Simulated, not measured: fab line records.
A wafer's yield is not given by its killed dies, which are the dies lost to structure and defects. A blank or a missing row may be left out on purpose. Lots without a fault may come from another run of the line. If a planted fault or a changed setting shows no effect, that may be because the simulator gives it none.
Check for tools in common	flow berkeley-cmos170	14 lots, 42 wafers sampled

== THE REASON FOR OPENING IT ==
Of 14 lots, 2 have the reading FIELD_OXIDE_THK flagged at UCB170_FIELD_THK_MEAS_02. Wafers without a fault read 562 nm, standard deviation 12.
Rule: flag the lot when none of its wafers has a number, or when each of its wafers that has one lies beyond 4 standard deviations from that mean. The other lots count as sound.

lot	measured	on	FIELD_OXIDE_THK (nm), wafer by wafer	flag
L939	day 4 13:32	film-metro-04	569 563 567	
L940	day 4 14:52	film-metro-01	546 554 543	
L942	day 5 03:00	film-metro-01	556 548 559	
L947	day 6 02:25	film-metro-01	558 556 558	
L948	day 6 02:25	film-metro-04	543 541 534	
L945	day 6 02:31	film-metro-01	574 577 569	
L950	day 6 10:34	film-metro-02	555 554 549	
L951	day 6 17:38	film-metro-01	576 571 576	
L952	day 6 20:38	film-metro-01	587 586 581	
L953	day 7 04:22	film-metro-04	543 549 560	
L956	day 7 19:28	film-metro-02	565 559 571	
L955	day 7 22:46	film-metro-04	838 833 844	FLAGGED
L954	day 7 22:55	film-metro-01	877 888 882	FLAGGED
L962	day 9 02:57	film-metro-04	581 582 576	
The mean of the flagged lots' numbers is 860 nm, +298 nm from the usual (+25 standard deviations).

== WHICH TOOL EACH LOT WENT THROUGH ==
The record keeps 1 process step preceding the reading, out of 331 steps on the route. In each cell: the tool, then ch and the chambers that the sampled wafers went through, then the start.
lot	flag	UCB170_FIELD_OXIDATION_01
L939		furnace-03 ch 0, day 4 10:32
L940		furnace-04 ch 0, day 4 11:51
L942		furnace-03 ch 0, day 4 23:59
L947		furnace-03 ch 0, day 5 23:22
L948		furnace-03 ch 0, day 5 23:22
L945		furnace-03 ch 0, day 5 23:22
L950		furnace-03 ch 0, day 6 07:34
L951		furnace-02 ch 0, day 6 14:37
L952		furnace-02 ch 0, day 6 17:37
L953		furnace-04 ch 0, day 7 01:21
L956		furnace-03 ch 0, day 7 16:28
L955	FLAGGED	furnace-03 ch 0, day 7 16:28 and furnace-04 ch 0, day 7 19:46
L954	FLAGGED	furnace-03 ch 0, day 7 16:28 and furnace-04 ch 0, day 7 19:46
L962		furnace-02 ch 0, day 8 23:56
What these steps do:
- UCB170_FIELD_OXIDATION_01: target thk 558.3 nm, ox time 7200 s.
- UCB170_FIELD_THK_MEAS_02

== FLAGGED OVER TOTAL, TOOL BY TOOL (the gauges that took the reading come last) ==
step	tool	lots run	flagged	share of the flagged lots	sound lots run after its first flagged lot
UCB170_FIELD_OXIDATION_01	furnace-02	3	0	none	-
UCB170_FIELD_OXIDATION_01	furnace-03	9	2	all	0
UCB170_FIELD_OXIDATION_01	furnace-04	4	2	all	0
UCB170_FIELD_THK_MEAS_02	film-metro-01	7	1	some	0
UCB170_FIELD_THK_MEAS_02	film-metro-02	2	0	none	-
UCB170_FIELD_THK_MEAS_02	film-metro-04	5	1	some	1 (L962)

== WHAT THE TABLE PERMITS ==
Rows of the table that ran all the flagged lots, 2 in number: furnace-03 at UCB170_FIELD_OXIDATION_01; furnace-04 at UCB170_FIELD_OXIDATION_01.
- furnace-03 at UCB170_FIELD_OXIDATION_01 ran 9 lots, 2 of them flagged. Last sound lot L956 at day 7 16:28, first flagged lot L954 at day 7 16:28; a fault beginning in between fits.
- furnace-04 at UCB170_FIELD_OXIDATION_01 ran 4 lots, 2 of them flagged. Last sound lot L953 at day 7 01:21, first flagged lot L954 at day 7 19:46; a fault beginning in between fits.
Counting lots can't tell these 2 tools apart, because each fits a fault that began at some hour. More lots, or a look at what each step does to the wafer, might.

== WHAT WAS PUT IN BY THE SIMULATOR ==
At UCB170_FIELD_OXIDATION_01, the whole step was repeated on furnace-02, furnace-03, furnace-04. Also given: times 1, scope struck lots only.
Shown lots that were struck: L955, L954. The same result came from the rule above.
